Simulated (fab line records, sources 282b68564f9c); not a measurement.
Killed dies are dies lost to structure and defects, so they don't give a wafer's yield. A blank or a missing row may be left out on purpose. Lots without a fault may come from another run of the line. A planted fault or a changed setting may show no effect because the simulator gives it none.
A struck lot beside a sound one | flow rit_cmos | 18 steps out of a route of 202
Sound: wafers L434.1, L434.3, L434.5. Struck: wafers L429.1, L429.2, L429.6. The cause comes at the end.
At each step with rows: each side's tool, then ch and its chambers, then its first start. Under that, the readings that differ: sound wafers | struck wafers | difference of the means | sigmas: that difference in standard deviations of wafers without a fault.
alike: readings whose means differ by less than 2 such deviations, and words and numbers that are the same on both sides. not compared: withheld readings, readings that some wafer has no value for, bounds like >300 that may hide the same value, and numbers for which the record gives no deviation and whose values overlap.
The two part at a step that has a row with sigmas, a row that says differs or no value, or rows on one side only. Numbers that don't overlap but have no deviation are shown without sigmas and don't part them. A reading that every wafer of one side lacks parts them only if that side has two wafers or more.

first, 4 steps without rows for these wafers: RIT_PSD_SOFTBAKE_02 (time 60 s); RIT_PSD_EXPOSE_03 (exposes mask M10, target cd 40900 nm); RIT_PSD_PEB_04; RIT_PSD_DEVELOP_05 (develop time 50 s).
RIT_PSD_OVL_MEAS_06:
  sound on overlay-01, day 6 21:01; struck on overlay-02, day 5 21:18
  alike: PSD_OVL
then, 2 steps without rows for these wafers: RIT_PSD_HARDBAKE_07 (time 60 s); RIT_PSD_IMPLANT_08.
RIT_PSD_STRIP_09: strips in O2, time 180 s.
  sound on plasma_asher-04 ch 0,1, day 6 21:23; struck on plasma_asher-01 ch 0,1, day 5 21:38
  alike: drypump_motor_current_A
  not compared: rf_hours_counter_h
RIT_PSD_TW_MEAS_10:
  sound on film_metro-03, day 6 21:33; struck on film_metro-04, day 5 21:49
  alike: PSD_TW
then, 3 steps without rows for these wafers: RIT_SDANNEAL_CLEAN_00 (cleans in SC1, time 600 s); RIT_SDANNEAL_CLEAN_01 (cleans in dHF, time 29.45 s); RIT_SDANNEAL_CLEAN_02 (cleans in SC2, time 600 s).
RIT_SDANNEAL_RTA_03: time 5 s.
  sound on rtp_anneal-01 ch 0, day 6 22:01; struck on rtp_anneal-02 ch 0, day 5 22:14
  reading          | sound                | struck               | difference | sigmas
  wafer_temp_C_max | 1054.1 1054.0 1053.1 | 1012.5 1012.5 1013.2 | -41.0      | -34
  alike: ramp_down_c_per_s
RIT_SDANNEAL_RS_MEAS_04: measures by four-point-probe.
  sound on film_metro-04, day 6 22:04; struck on film_metro-03, day 5 22:17
  reading         | sound             | struck            | difference | sigmas
  PSD_RS (ohm/sq) | 115.8 115.7 115.8 | 145.1 144.7 144.7 | +29.1      | +97
RIT_SDANNEAL_RS_MEAS_05: measures by four-point-probe.
  sound on film_metro-04, day 6 22:11; struck on film_metro-03, day 5 22:25
  reading         | sound          | struck         | difference | sigmas
  NSD_RS (ohm/sq) | 84.6 84.3 84.6 | 86.0 85.8 86.1 | +1.5       | +4
RIT_SDANNEAL_RS_MEAS_06: measures by four-point-probe.
  sound on film_metro-04, day 6 22:19; struck on film_metro-03, day 5 22:32
  reading          | sound             | struck            | difference | sigmas
  PLDD_RS (ohm/sq) | 178.2 178.6 177.7 | 215.3 214.9 215.0 | +36.9      | +68
RIT_SDANNEAL_RS_MEAS_07: measures by four-point-probe.
  sound on film_metro-04, day 6 22:26; struck on film_metro-03, day 5 22:39
  reading          | sound             | struck            | difference | sigmas
  NLDD_RS (ohm/sq) | 150.8 150.7 151.3 | 152.6 152.6 152.4 | +1.6       | +3
RIT_M1_PROBE_99:
  sound on prober-02, day 7 05:40; struck on prober-01, day 6 05:57
  reading                             | sound             | struck            | difference | sigmas
  model.etest.pmos_turned.r_on_ohm_um | 3384 3315 3389    | 4278 4048 4209    | +816       |
  model.etest.pmos_0p3.r_on_ohm_um    | 5992 5947 6076    | 6646 6483 6598    | +571       |
  model.etest.pmos_0p15.r_on_ohm_um   | 2699 2648 2702    | 3230 3058 3170    | +470       |
  model.etest.pldd.rs_ohm_sq          | 536.8 534.6 525   | 606.1 590.1 601.6 | +67.1      |
  model.etest.nmos_0p3.r_on_ohm_um    | 2086 2068 2081    | 2196 2120 2143    | +75        |
  model.etest.pmos_turned.drive_ua_um | 196.8 199.3 194.7 | 139.6 145.6 140.2 | -55.1      |
  model.etest.pmos_0p15.drive_ua_um   | 272.4 277 264.8   | 226.4 241.3 228.3 | -39.4      |
  model.etest.nmos_turned.drive_ua_um | 329.3 337.9 332   | 289.9 298.8 290.8 | -39.9      |
  alike: killed_at_contacts, killed_at_front_end, killed_dies, killed_open, killed_short

WHERE THEY PART
First at RIT_SDANNEAL_RTA_03; last, within this record, at RIT_SDANNEAL_RS_MEAS_07. Later steps at which nothing parts them and some readings are alike: RIT_M1_PROBE_99.

WHY: what the simulator had put in
Process parameter drift: rtp_anneal-02, from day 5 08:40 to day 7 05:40, at RIT_SDANNEAL_RTA_03. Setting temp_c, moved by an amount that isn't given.
